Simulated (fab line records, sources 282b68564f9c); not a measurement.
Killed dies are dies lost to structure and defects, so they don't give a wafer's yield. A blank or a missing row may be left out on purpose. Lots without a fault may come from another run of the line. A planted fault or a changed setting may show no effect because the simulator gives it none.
A struck lot beside a sound one | flow rit_cmos | 30 steps out of a route of 202
Sound: wafers L503.2, L503.4, L503.6. Struck: wafers L498.2, L498.3. (L498.1 of the same lot was not struck and is left out.) The cause comes at the end.
At each step with rows: each side's tool, then ch and its chambers, then its first start. Under that, the readings that differ: sound wafers | struck wafers | difference of the means | sigmas: that difference in standard deviations of wafers without a fault.
alike: readings whose means differ by less than 2 such deviations, and words and numbers that are the same on both sides. not compared: withheld readings, readings that some wafer has no value for, bounds like >300 that may hide the same value, and numbers for which the record gives no deviation and whose values overlap.
The two part at a step that has a row with sigmas, a row that says differs or no value, or rows on one side only. Numbers that don't overlap but have no deviation are shown without sigmas and don't part them. A reading that every wafer of one side lacks parts them only if that side has two wafers or more.

first, 6 steps without rows for these wafers: RIT_SDANNEAL_RTA_03 (time 5 s); RIT_SILICIDE_WET_ETCH_00 (etches SiO2 in BOE, target depth 14 nm, time 15 s); RIT_SILICIDE_SPUTTER_01 (material Ti, target thk 30 nm, time 240 s); RIT_SILICIDE_RTA_04 (time 10 s, ramp up 5 s, ramp down 5 s); RIT_SILICIDE_WET_ETCH_05 (etches Ti in SPM, time 120 s); RIT_SILICIDE_RTA_06 (time 10 s, ramp up 5 s, ramp down 10 s).
RIT_CONTACT_CVD_00: deposits SiO2 from TEOS, target thk 400 nm, time 61 s.
  sound on pecvd-03 ch 0,1,2, day 7 03:02; struck on pecvd-01 ch 0, day 6 01:26
  reading                                  | sound             | struck      | difference | sigmas
  heater_power_w (W)                       | 350 353 302       | 454 452     | +118       | +2
  model.SiO2_of_CONTACT_CVD_00.thk_nm (nm) | 395.8 401.6 400.7 | 438.7 446.6 | +43.3      |
  alike: susceptor_temp_C
RIT_CONTACT_THK_MEAS_01:
  sound on film_metro-02, day 7 03:06; struck on film_metro-03, day 6 01:30
  reading               | sound       | struck  | difference | sigmas
  CONTACT_TEOS_THK (nm) | 396 402 401 | 439 447 | +43        | +9
then, 7 steps without rows for these wafers: RIT_CONTACT_HMDS_02 (prime time 60 s); RIT_CONTACT_COAT_03 (resist thk 1000 nm); RIT_CONTACT_SOFTBAKE_04 (time 60 s); RIT_CONTACT_EXPOSE_05 (exposes mask M11, target cd 1000 nm); RIT_CONTACT_PEB_06; RIT_CONTACT_DEVELOP_07 (develop time 125.5 s); RIT_CONTACT_HARDBAKE_10 (time 60 s).
RIT_CONTACT_ETCH_11: etches SiO2 in CHF3/CF4/Ar, stops on TiSi2, target depth 480 nm, time 320 s.
  sound on rie_diel-03 ch 0,2,3, day 7 04:46; struck on rie_diel-02 ch 0,1, day 6 02:50
  reading                             | sound             | struck      | difference | sigmas
  model.CONTACT.feature_depth_nm (nm) | 395.8 401.6 400.7 | 438.7 446.6 | +43.3      |
  model.etch.depth_nm (nm)            | 395.8 401.6 400.7 | 438.7 446.6 | +43.3      |
  alike: drypump_motor_current_A, oes_product_au, throttle_valve_pct
  not compared: rf_hours_counter_h
then, 11 steps without rows for these wafers: RIT_CONTACT_STRIP_12 (strips in O2, time 180 s); RIT_CONTACT_CLEAN_13 (cleans in SC1, time 600 s); RIT_CONTACT_CLEAN_14 (cleans in SC2, time 600 s); RIT_M1_SPUTTER_00 (material Al, target thk 400 nm, time 500 s); RIT_M1_HMDS_03 (prime time 60 s); RIT_M1_COAT_04 (resist thk 1300 nm); RIT_M1_SOFTBAKE_05 (time 60 s); RIT_M1_EXPOSE_06 (exposes mask M12, target cd 2600 nm); RIT_M1_PEB_07; RIT_M1_DEVELOP_08 (develop time 68 s); RIT_M1_HARDBAKE_11 (time 120 s).
RIT_M1_METAL_ETCH_12: etches Al in Cl2/BCl3, stops on SiO2, time 165 s, target depth 600 nm.
  sound on rie_metal-02 ch 1, day 7 07:32; struck on rie_metal-01 ch 0, day 6 05:32
  reading                                  | sound             | struck      | difference | sigmas
  model.SiO2_of_CONTACT_CVD_00.thk_nm (nm) | 359.6 365.2 364.4 | 402.2 410.2 | +43.1      |
  alike: drypump_motor_current_A, oes_product_au, throttle_valve_pct
  not compared: rf_hours_counter_h
then, 1 step without rows for these wafers: RIT_M1_STRIP_13 (strips in nmp, time 600 s).
RIT_M1_PROBE_99:
  sound on prober-01, day 7 10:23; struck on prober-02, day 6 08:29
  reading                            | sound               | struck        | difference | sigmas
  killed_at_M0_to_M3                 | 1 0 1               | 0 0           | -1         | -3
  killed_at_contacts                 | 0 0 0               | 0 2           | +1         | +3
  model.etest.field_p_metal.vt_v (V) | -28.77 -28.9 -28.96 | -30.77 -31.31 | -2.16      |
  alike: killed_at_front_end, killed_dies, killed_open, killed_short
  not compared: model.etest.antenna_contact.vt_shift_v

WHERE THEY PART
First at RIT_CONTACT_CVD_00; last, within this record, at RIT_M1_PROBE_99.

WHY: what the simulator had put in
Process parameter drift: pecvd-01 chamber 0, from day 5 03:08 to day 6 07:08, at RIT_CONTACT_CVD_00. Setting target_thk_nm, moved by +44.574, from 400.
